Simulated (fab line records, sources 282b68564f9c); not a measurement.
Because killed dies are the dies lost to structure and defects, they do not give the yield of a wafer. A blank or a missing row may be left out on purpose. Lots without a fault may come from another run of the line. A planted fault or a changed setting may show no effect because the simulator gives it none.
fab line records -- flow rit-cmos
record lots=15, wafers=45, last-day=7
route steps=202 shown NRETRO@62 GATE@81 M1@202
lots that met no fault: from a run of the same line without faults
start-h: hours from the record's opening day to when the first of the lot's shown wafers began -- wait-h: time in hours since the lot's previous step -- " same as the row above -- L1.1+2: several wafers, shown together as one row -- - value missing, or start not given -- * or withheld: withheld -- < > ~ a bound
route shown NAME@n: NAME is a module with steps in the file, n the number in the route of the first one -- usual: mean/standard deviation of fault-free wafers -- same: alike in all rows -- chamber/n: place in a boat -- sites: each site's reading -- _std_site: how widely they spread, as a standard deviation -- _edge_site: inner sites' mean taken away from outer sites' mean -- radius-mm: how far each site lies from the wafer's centre -- mask NAME#n: copy n -- behind: the most recent tool/chamber to have shaped the wafer -- hold: cause of the lot's hold/its duration in hours/its outcome -- device: which transistor (n, p or np) failed to switch -- end of line: at the end of the route, the tests of the same wafers -- step lacking rows: just its recipe -- killed: at the first sort, the dies lost to defects and structure; wafer yield is something else -- map: a wafer's dies, x killed, . not, _ none there
set.NAME: the setting that was run; set.NAME@STEP: the one run at that earlier step -- model.NAME: the simulator's own value behind a step, which no gauge read
one table for each step of the route and one row for each wafer, over a sample of lots
services: the hour from which a tool's chamber was out of use, counted from the record's first day as start-h (under 0 if before that day), plus the number of hours and why
## steps
# step RIT_NRETRO_STRIP_09
# recipe chemistry=O2, time-s=180, resist=NOVOLAK, platen-temp-c=withheld, power-w=500, pressure-mtorr=4000, o2-flow-sccm=4000
# usual drypump-motor-current-A=5.4/0.49
lot.wafer,tool,chamber,start-h,wait-h,drypump-motor-current-A,rf-hours-counter-h
L607.1,plasma-asher-01,0,35.35,0.1,4.8,39
L607.4,plasma-asher-01,1,35.35,0.1,5.7,-
L607.5,plasma-asher-01,0,35.35,0.1,4.8,-
L608.3,plasma-asher-04,0,39.30,0.1,6.0,-
L608.5,plasma-asher-04,1,39.30,0.1,5.4,-
L608.6,plasma-asher-04,0,39.30,0.1,6.1,-
L609.1,plasma-asher-04,1,44.56,0.1,5.4,26
L609.2,plasma-asher-04,0,44.56,0.1,6.0,26
L609.5,plasma-asher-04,0,44.56,0.1,6.0,-
L610.2,plasma-asher-03,1,49.76,0.1,6.1,38
L610.3,plasma-asher-03,1,49.76,0.1,6.1,-
L610.4,plasma-asher-03,0,49.76,0.1,5.0,-
L613.1,plasma-asher-01,0,65.10,0.1,4.8,43
L613.2,plasma-asher-01,1,65.10,0.1,5.7,43
L613.4,plasma-asher-01,0,65.10,0.1,4.8,-
L614.1,plasma-asher-01,1,69.27,0.1,5.8,43
L614.2,plasma-asher-01,0,69.27,0.1,4.8,43
L614.5,plasma-asher-01,0,69.27,0.1,4.9,-
L615.1,plasma-asher-01,1,74.93,0.1,5.7,44
L615.2,plasma-asher-01,0,74.93,0.1,4.9,44
L615.5,plasma-asher-01,1,74.93,0.1,5.8,-
L619.2,plasma-asher-03,1,98.88,0.1,6.1,42
L619.3,plasma-asher-03,0,98.88,0.1,5.0,-
L619.4,plasma-asher-03,1,98.88,0.1,6.1,-
L620.3,plasma-asher-01,1,101.36,0.1,5.8,-
L620.4,plasma-asher-01,0,101.36,0.1,4.8,-
L620.5,plasma-asher-01,1,101.36,0.1,5.8,-
L621.3,plasma-asher-01,0,106.32,0.1,4.8,-
L621.5,plasma-asher-01,1,106.32,0.1,5.7,-
L621.6,plasma-asher-01,0,106.32,0.1,4.8,-
L622.2,plasma-asher-03,1,111.04,0.1,6.1,43
L622.3,plasma-asher-03,1,111.04,0.1,6.1,-
L622.6,plasma-asher-03,0,111.04,0.1,5.0,-
L626.1,plasma-asher-03,0,129.24,0.1,5.0,46
L626.2,plasma-asher-03,1,129.24,0.1,6.1,46
L626.5,plasma-asher-03,0,129.24,0.1,5.0,-
L627.2,plasma-asher-04,0,135.27,0.1,6.0,37
L627.3,plasma-asher-04,1,135.27,0.1,5.4,-
L627.4,plasma-asher-04,0,135.27,0.1,6.0,-
L628.2,plasma-asher-04,0,139.99,0.1,6.0,37
L628.5,plasma-asher-04,0,139.99,0.1,6.0,-
L628.6,plasma-asher-04,1,139.99,0.1,5.4,-
L629.2,plasma-asher-01,1,145.80,0.1,5.8,52
L629.4,plasma-asher-01,1,145.80,0.1,5.7,-
L629.6,plasma-asher-01,1,145.80,0.1,5.8,-
# step RIT_GATE_OXIDATION_05
# recipe temp-c=900, ambient=O2, target-thk-a=30, ox-time-s=270
# usual ox-time-s=270/0, spike-tc-load-C=923.7/1.8, tube_center_temp_C_max=902.3/0.38
lot.wafer,tool,chamber,start-h,wait-h,ox-time-s,spike-tc-load-C,tube_center_temp_C_max
L607.1,furnace-03,0,37.80,0.1,270,923.3,902.2
L607.4,furnace-03,0,37.80,0.1,270,924.0,901.6
L607.5,furnace-03,0,37.80,0.1,270,922.7,902.1
L608.3,furnace-02,0,41.53,0.0,270,926.3,902.8
L608.5,furnace-02,0,41.53,0.0,270,929.3,902.4
L608.6,furnace-02,0,41.53,0.0,270,926.1,903.0
L609.1,furnace-03,0,46.91,0.1,270,922.6,902.4
L609.2,furnace-03,0,46.91,0.1,270,923.2,902.3
L609.5,furnace-03,0,46.91,0.1,270,922.8,902.1
L610.2,furnace-03,0,52.12,0.0,270,923.1,901.8
L610.3,furnace-03,0,52.12,0.0,270,923.9,902.4
L610.4,furnace-03,0,52.12,0.0,270,922.6,902.7
L613.1,furnace-04,0,67.40,0.1,270,923.8,902.2
L613.2,furnace-04,0,67.40,0.1,270,923.3,902.0
L613.4,furnace-04,0,67.40,0.1,270,921.0,902.1
L614.1,furnace-04,0,71.65,0.1,270,923.4,902.4
L614.2,furnace-04,0,71.65,0.1,270,923.7,902.2
L614.5,furnace-04,0,71.65,0.1,270,923.8,902.1
L615.1,furnace-03,0,77.58,0.3,270,922.1,902.1
L615.2,furnace-03,0,77.58,0.3,270,922.4,902.1
L615.5,furnace-03,0,77.58,0.3,270,923.2,902.3
L619.2,furnace-03,0,101.82,0.6,391.5,923.3,901.9
L619.3,furnace-03,0,101.82,0.6,391.5,921.8,902.0
L619.4,furnace-03,0,101.82,0.6,391.5,924.0,902.2
L620.3,furnace-03,0,103.56,0.0,391.5,925.0,902.0
L620.4,furnace-03,0,103.56,0.0,391.5,923.5,902.3
L620.5,furnace-03,0,103.56,0.0,391.5,923.6,902.0
L621.3,furnace-04,0,108.89,0.0,270,926.7,901.9
L621.5,furnace-04,0,108.89,0.0,270,922.9,902.6
L621.6,furnace-04,0,108.89,0.0,270,924.0,902.4
L622.2,furnace-03,0,113.73,0.0,391.5,924.3,903.0
L622.3,furnace-03,0,113.73,0.0,391.5,923.6,901.9
L622.6,furnace-03,0,113.73,0.0,391.5,923.4,902.1
L626.1,furnace-02,0,131.87,0.1,270,927.8,902.1
L626.2,furnace-02,0,131.87,0.1,270,927.4,902.3
L626.5,furnace-02,0,131.87,0.1,270,928.0,901.9
L627.2,furnace-04,0,138.31,0.8,270,923.4,902.8
L627.3,furnace-04,0,138.31,0.8,270,925.1,902.2
L627.4,furnace-04,0,138.31,0.8,270,924.0,902.6
L628.2,furnace-04,0,142.42,0.0,270,923.1,901.8
L628.5,furnace-04,0,142.42,0.0,270,925.2,902.0
L628.6,furnace-04,0,142.42,0.0,270,923.7,901.6
L629.2,furnace-04,0,148.10,0.0,270,921.8,902.9
L629.4,furnace-04,0,148.10,0.0,270,925.7,902.5
L629.6,furnace-04,0,148.10,0.0,270,923.1,902.5
# step RIT_GATE_THK_MEAS_07
# recipe reads=SiO2_of_GATE_OXIDATION_05
# usual GATE_OXIDE_THK=3.02/0.069
lot.wafer,tool,chamber,start-h,wait-h,GATE_OXIDE_THK[nm]
L607.1,film-metro-04,-,39.13,0.0,3.13
L607.4,film-metro-04,-,39.13,0.0,3.10
L607.5,film-metro-04,-,39.13,0.0,3.07
L608.3,film-metro-03,-,43.14,0.0,2.98
L608.5,film-metro-03,-,43.14,0.0,2.91
L608.6,film-metro-03,-,43.14,0.0,2.94
L609.1,film-metro-02,-,48.23,0.0,3.10
L609.2,film-metro-02,-,48.23,0.0,3.12
L609.5,film-metro-02,-,48.23,0.0,3.15
L610.2,film-metro-03,-,53.45,0.0,2.99
L610.3,film-metro-03,-,53.45,0.0,3.06
L610.4,film-metro-03,-,53.45,0.0,3.04
L613.1,film-metro-04,-,70.70,0.0,3.01
L613.2,film-metro-04,-,70.70,0.0,2.97
L613.4,film-metro-04,-,70.70,0.0,3.05
L614.1,film-metro-03,-,72.98,0.0,3.00
L614.2,film-metro-03,-,72.98,0.0,2.99
L614.5,film-metro-03,-,72.98,0.0,3.05
L615.1,film-metro-02,-,78.91,0.0,3.09
L615.2,film-metro-02,-,78.91,0.0,3.14
L615.5,film-metro-02,-,78.91,0.0,3.10
L619.2,film-metro-02,-,103.15,0.0,4.05
L619.3,film-metro-02,-,103.15,0.0,4.09
L619.4,film-metro-02,-,103.15,0.0,4.02
L620.3,film-metro-03,-,104.91,0.0,4.06
L620.4,film-metro-03,-,104.91,0.0,4.06
L620.5,film-metro-03,-,104.91,0.0,4.10
L621.3,film-metro-04,-,110.23,0.0,2.99
L621.5,film-metro-04,-,110.23,0.0,3.02
L621.6,film-metro-04,-,110.23,0.0,3.06
L622.2,film-metro-03,-,115.06,0.0,4.00
L622.3,film-metro-03,-,115.06,0.0,4.02
L622.6,film-metro-03,-,115.06,0.0,3.99
L626.1,film-metro-03,-,133.19,0.0,3.03
L626.2,film-metro-03,-,133.19,0.0,2.99
L626.5,film-metro-03,-,133.19,0.0,2.97
L627.2,film-metro-02,-,139.65,0.0,2.97
L627.3,film-metro-02,-,139.65,0.0,3.07
L627.4,film-metro-02,-,139.65,0.0,2.92
L628.2,film-metro-04,-,143.75,0.0,2.93
L628.5,film-metro-04,-,143.75,0.0,2.92
L628.6,film-metro-04,-,143.75,0.0,2.98
L629.2,film-metro-03,-,149.44,0.0,3.07
L629.4,film-metro-03,-,149.44,0.0,3.08
L629.6,film-metro-03,-,149.44,0.0,3.01
# step RIT_GATE_OVL_MEAS_17
# usual GATE_OVL=-1.2/1.4
lot.wafer,tool,chamber,start-h,wait-h,GATE_OVL[nm]
L607.1,overlay-02,-,41.84,0.1,-2.1
L607.4,overlay-02,-,41.84,0.1,-2.8
L607.5,overlay-02,-,41.84,0.1,-0.7
L608.3,overlay-01,-,45.97,0.1,1.3
L608.5,overlay-01,-,45.97,0.1,1.7
L608.6,overlay-01,-,45.97,0.1,0.9
L609.1,overlay-01,-,51.32,0.1,-0.9
L609.2,overlay-01,-,51.32,0.1,-0.4
L609.5,overlay-01,-,51.32,0.1,-1.7
L610.2,overlay-02,-,56.35,0.1,-5.2
L610.3,overlay-02,-,56.35,0.1,-5.0
L610.4,overlay-02,-,56.35,0.1,-3.6
L613.1,overlay-02,-,73.40,0.1,-0.8
L613.2,overlay-02,-,73.40,0.1,-2.3
L613.4,overlay-02,-,73.40,0.1,-0.1
L614.1,overlay-01,-,75.69,0.1,0.9
L614.2,overlay-01,-,75.69,0.1,-0.3
L614.5,overlay-01,-,75.69,0.1,0.2
L615.1,overlay-01,-,81.61,0.1,-2.8
L615.2,overlay-01,-,81.61,0.1,-1.1
L615.5,overlay-01,-,81.61,0.1,-2.7
L619.2,overlay-01,-,105.98,0.1,-2.9
L619.3,overlay-01,-,105.98,0.1,-4.0
L619.4,overlay-01,-,105.98,0.1,-1.4
L620.3,overlay-01,-,107.61,0.1,-1.8
L620.4,overlay-01,-,107.61,0.1,0.1
L620.5,overlay-01,-,107.61,0.1,-1.8
L621.3,overlay-01,-,113.13,0.1,0.8
L621.5,overlay-01,-,113.13,0.1,-1.7
L621.6,overlay-01,-,113.13,0.1,-0.6
L622.2,overlay-02,-,118.02,0.1,-1.7
L622.3,overlay-02,-,118.02,0.1,-1.9
L622.6,overlay-02,-,118.02,0.1,-4.0
L626.1,overlay-02,-,135.90,0.1,-1.2
L626.2,overlay-02,-,135.90,0.1,-4.7
L626.5,overlay-02,-,135.90,0.1,-2.4
L627.2,overlay-02,-,142.38,0.1,0.3
L627.3,overlay-02,-,142.38,0.1,1.0
L627.4,overlay-02,-,142.38,0.1,0.0
L628.2,overlay-02,-,146.46,0.1,-2.4
L628.5,overlay-02,-,146.46,0.1,-1.1
L628.6,overlay-02,-,146.46,0.1,-0.4
L629.2,overlay-02,-,152.14,0.1,1.5
L629.4,overlay-02,-,152.14,0.1,1.4
L629.6,overlay-02,-,152.14,0.1,-2.1
# step RIT_GATE_CD_MEAS_90
# recipe target-cd-nm=150
# usual cd-nm=149.6/2.5
lot.wafer,tool,chamber,start-h,wait-h,cd-nm
L607.1,cd-sem-01,-,42.30,0.1,147.3
L607.4,cd-sem-01,-,42.30,0.1,150.1
L607.5,cd-sem-01,-,42.30,0.1,149.7
L608.3,cd-sem-01,-,46.47,0.1,150.6
L608.5,cd-sem-01,-,46.47,0.1,151.8
L608.6,cd-sem-01,-,46.47,0.1,152.2
L609.1,cd-sem-01,-,51.86,0.1,147.3
L609.2,cd-sem-01,-,51.86,0.1,147.3
L609.5,cd-sem-01,-,51.86,0.1,148.5
L610.2,cd-sem-01,-,56.91,0.2,153.7
L610.3,cd-sem-01,-,56.91,0.2,150.3
L610.4,cd-sem-01,-,56.91,0.2,153.4
L613.1,cd-sem-01,-,73.87,0.1,148.6
L613.2,cd-sem-01,-,73.87,0.1,148.6
L613.4,cd-sem-01,-,73.87,0.1,149.1
L614.1,cd-sem-01,-,76.16,0.1,146.9
L614.2,cd-sem-01,-,76.16,0.1,146.2
L614.5,cd-sem-01,-,76.16,0.1,145.3
L615.1,cd-sem-01,-,82.08,0.1,145.1
L615.2,cd-sem-01,-,82.08,0.1,148.2
L615.5,cd-sem-01,-,82.08,0.1,149.3
L619.2,cd-sem-01,-,106.46,0.1,151.0
L619.3,cd-sem-01,-,106.46,0.1,150.9
L619.4,cd-sem-01,-,106.46,0.1,149.2
L620.3,cd-sem-01,-,108.10,0.1,152.7
L620.4,cd-sem-01,-,108.10,0.1,151.8
L620.5,cd-sem-01,-,108.10,0.1,151.3
L621.3,cd-sem-01,-,113.63,0.1,149.5
L621.5,cd-sem-01,-,113.63,0.1,152.6
L621.6,cd-sem-01,-,113.63,0.1,151.3
L622.2,cd-sem-01,-,118.50,0.1,146.5
L622.3,cd-sem-01,-,118.50,0.1,145.2
L622.6,cd-sem-01,-,118.50,0.1,145.6
L626.1,cd-sem-02,-,136.38,0.1,148.7
L626.2,cd-sem-02,-,136.38,0.1,150.0
L626.5,cd-sem-02,-,136.38,0.1,151.2
L627.2,cd-sem-02,-,142.86,0.1,151.5
L627.3,cd-sem-02,-,142.86,0.1,152.1
L627.4,cd-sem-02,-,142.86,0.1,152.0
L628.2,cd-sem-02,-,146.94,0.1,149.4
L628.5,cd-sem-02,-,146.94,0.1,147.5
L628.6,cd-sem-02,-,146.94,0.1,148.1
L629.2,cd-sem-02,-,152.63,0.1,149.2
L629.4,cd-sem-02,-,152.63,0.1,147.5
L629.6,cd-sem-02,-,152.63,0.1,152.7
# step RIT_M1_PROBE_99
# usual killed_at_M0_to_M3=0.0/0.083, killed-at-contacts=0.1/0.36, killed-at-front-end=7.2/2.9, killed-dies=7.4/2.9, killed-open=3.8/2, killed-short=3.5/2
# same gross-dies=264, killed_at_M4_up=0, killed-at-back-side=0, killed-at-other=0
lot.wafer,tool,chamber,start-h,wait-h,killed_at_M0_to_M3,killed-at-contacts,killed-at-front-end,killed-dies,killed-open,killed-short
L607.1,prober-01,-,62.36,0.1,0,0,7,7,2,5
L607.4,prober-01,-,62.51,0.2,0,0,10,10,5,5
L607.5,prober-01,-,62.56,0.2,0,0,14,14,10,4
L608.3,prober-02,-,66.43,0.2,0,0,3,3,1,2
L608.5,prober-02,-,66.53,0.2,0,0,11,11,6,5
L608.6,prober-02,-,66.58,0.2,0,0,2,2,1,1
L613.1,prober-01,-,94.13,0.1,0,0,11,11,5,6
L613.2,prober-01,-,94.18,0.1,0,0,5,5,4,1
L613.4,prober-01,-,94.28,0.2,0,0,4,4,3,1
L619.2,prober-02,-,126.64,0.1,0,0,7,7,4,2
L619.3,prober-02,-,126.69,0.2,0,1,5,6,2,4
L619.4,prober-02,-,126.74,0.2,0,0,8,8,4,3
L620.3,prober-01,-,128.85,0.2,0,0,7,7,3,3
L620.4,prober-01,-,128.90,0.2,0,0,6,6,3,3
L620.5,prober-01,-,128.95,0.2,0,1,7,8,4,4
L621.3,prober-02,-,133.35,0.2,0,0,7,7,3,4
L621.5,prober-02,-,133.45,0.2,0,0,8,8,2,6
L621.6,prober-02,-,133.50,0.2,0,0,4,4,2,2
L627.2,prober-02,-,163.37,0.1,0,0,6,6,3,3
L627.3,prober-02,-,163.42,0.2,0,1,6,7,5,2
L627.4,prober-02,-,163.47,0.2,0,0,11,11,8,3
L629.2,prober-02,-,172.30,0.1,0,2,3,5,3,2
L629.4,prober-02,-,172.40,0.2,0,0,8,8,7,1
L629.6,prober-02,-,172.50,0.2,0,0,1,1,0,1
# killed by level:class
L607.1 GATE:geometric-particle:short=3 GATE:geometric-particle:open=1 REOX:geometric-particle:open=1 SPACER:geometric-particle:short=1 SILICIDE:geometric-particle:short=1
L607.4 GATE:geometric-particle:open=3 GATE:geometric-particle:short=2 SILICIDE:geometric-particle:short=2 ACTIVE:geometric-particle:open=1 FOX2:geometric-particle:short=1 REOX:geometric-particle:open=1
L607.5 GATE:geometric-particle:open=5 SPACER:geometric-particle:open=2 SILICIDE:geometric-particle:open=2 FOX2:geometric-particle:short=1 GATE:geometric-particle:short=1 REOX:geometric-particle:short=1 REOX:geometric-particle:open=1 SPACER:geometric-particle:short=1
L608.3 GATE:geometric-particle:open=1 GATE:geometric-particle:short=1 SPACER:geometric-particle:short=1
L608.5 GATE:geometric-particle:short=3 GATE:geometric-particle:open=2 SPACER:geometric-particle:open=2 FOX1:geometric-particle:short=1 FOX2:geometric-particle:short=1 FOX2:geometric-particle:open=1 REOX:geometric-particle:open=1
L608.6 GATE:geometric-particle:short=1 SILICIDE:geometric-particle:open=1
L613.1 GATE:geometric-particle:short=3 FOX1:geometric-particle:open=2 SPACER:geometric-particle:open=2 SPACER:geometric-particle:short=2 FOX1:geometric-particle:short=1 GATE:geometric-particle:open=1
L613.2 GATE:geometric-particle:open=3 GATE:geometric-particle:short=1 SPACER:geometric-particle:open=1
L613.4 GATE:geometric-particle:open=2 FOX1:geometric-particle:short=1 SPACER:geometric-particle:open=1
L619.2 GATE:geometric-particle:open=3 FOX1:geometric-particle:short=1 SPACER:geometric-particle:short=1 SILICIDE:geometric-particle:open=1 PRETRO:coat-microbubble-printed=1
L619.3 GATE:geometric-particle:short=2 FOX2:geometric-particle:short=1 FOX2:geometric-particle:open=1 GATE:geometric-particle:open=1 CONTACT:geometric-particle:short=1
L619.4 GATE:geometric-particle:open=2 GATE:geometric-particle:short=2 REOX:geometric-particle:open=1 SPACER:geometric-particle:open=1 SPACER:geometric-particle:short=1 PRETRO:coat-microbubble-printed=1
L620.3 FOX2:geometric-particle:short=1 GATE:geometric-particle:short=1 REOX:geometric-particle:open=1 REOX:geometric-particle:short=1 SPACER:geometric-particle:open=1 SILICIDE:geometric-particle:open=1 NRETRO:coat-microbubble-printed=1
L620.4 SPACER:geometric-particle:short=2 GATE:geometric-particle:short=1 GATE:geometric-particle:open=1 SPACER:geometric-particle:open=1 SILICIDE:geometric-particle:open=1
L620.5 SILICIDE:geometric-particle:short=2 GATE:geometric-particle:short=1 GATE:geometric-particle:open=1 REOX:geometric-particle:open=1 SPACER:geometric-particle:open=1 SILICIDE:geometric-particle:open=1 CONTACT:geometric-particle:short=1
L621.3 GATE:geometric-particle:open=2 SPACER:geometric-particle:short=2 FOX2:geometric-particle:short=1 GATE:geometric-particle:short=1 REOX:geometric-particle:open=1
L621.5 FOX2:geometric-particle:short=2 GATE:geometric-particle:short=2 REOX:geometric-particle:short=2 GATE:geometric-particle:open=1 SPACER:geometric-particle:open=1
L621.6 FOX2:geometric-particle:open=1 GATE:geometric-particle:open=1 SPACER:geometric-particle:short=1 SILICIDE:geometric-particle:short=1
L627.2 FOX1:geometric-particle:open=2 SPACER:geometric-particle:short=2 FOX1:geometric-particle:short=1 GATE:geometric-particle:open=1
L627.3 GATE:geometric-particle:open=2 SILICIDE:geometric-particle:open=2 SPACER:geometric-particle:open=1 SILICIDE:geometric-particle:short=1 CONTACT:geometric-particle:short=1
L627.4 FOX1:geometric-particle:open=3 GATE:geometric-particle:open=2 GATE:geometric-particle:short=2 SPACER:geometric-particle:open=2 SILICIDE:geometric-particle:short=1 SILICIDE:geometric-particle:open=1
L629.2 FOX1:geometric-particle:short=1 FOX1:geometric-particle:open=1 FOX2:geometric-particle:open=1 CONTACT:geometric-particle:short=1 CONTACT:geometric-particle:open=1
L629.4 FOX1:geometric-particle:open=3 SPACER:geometric-particle:open=2 FOX1:geometric-particle:short=1 GATE:geometric-particle:open=1 SILICIDE:geometric-particle:open=1
L629.6 GATE:geometric-particle:short=1
## services
tool,chamber,start-h,hours,kind
plasma-asher-03,-,32.97,16.7,repair
plasma-asher-04,-,46.32,3.4,repair
furnace-03,-,54.61,3.2,pm
plasma-asher-03,-,62.75,3.1,repair
plasma-asher-03,-,66.82,15.6,pm
furnace-04,-,68.48,2.6,pm
plasma-asher-04,-,108.75,1.5,repair
## key
first-sign step=RIT_GATE_OXIDATION_05, reading=ox-time-s, direction=up, sigmas=99+, usual=*, struck=*
effect step=RIT_GATE_THK_MEAS_07, reading=GATE_OXIDE_THK, direction=up, sigmas=15, usual=3.02, struck=4.04
met-at RIT_GATE_OXIDATION_05
struck-lots L619,L620,L622
tester-left-out L619,L620,L622
loop-trim step=RIT_M1_EXPOSE_06, setting=dose, lots=L619,L620,L622
not-acting-at RIT_NRETRO_STRIP_09,RIT_GATE_OVL_MEAS_17,RIT_GATE_CD_MEAS_90
fault kind=process-parameter-drift, tool=furnace-03, chamber=-, onset-h=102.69, steps=RIT_GATE_OXIDATION_05, channel=ox-time-s, offset=*, shape=step, end-h=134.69, acts-in=*, stated=*
# tester-left-out: of these lots the tester's yield and bins aren't shown, on N5 and GAA mostly nor the transistor test; their killed dies are dies lost to structure and defects alone, not to doping, threshold or leakage, so they don't give the yield
# loop-trim: a control loop set the setting to another value than it would have without faults
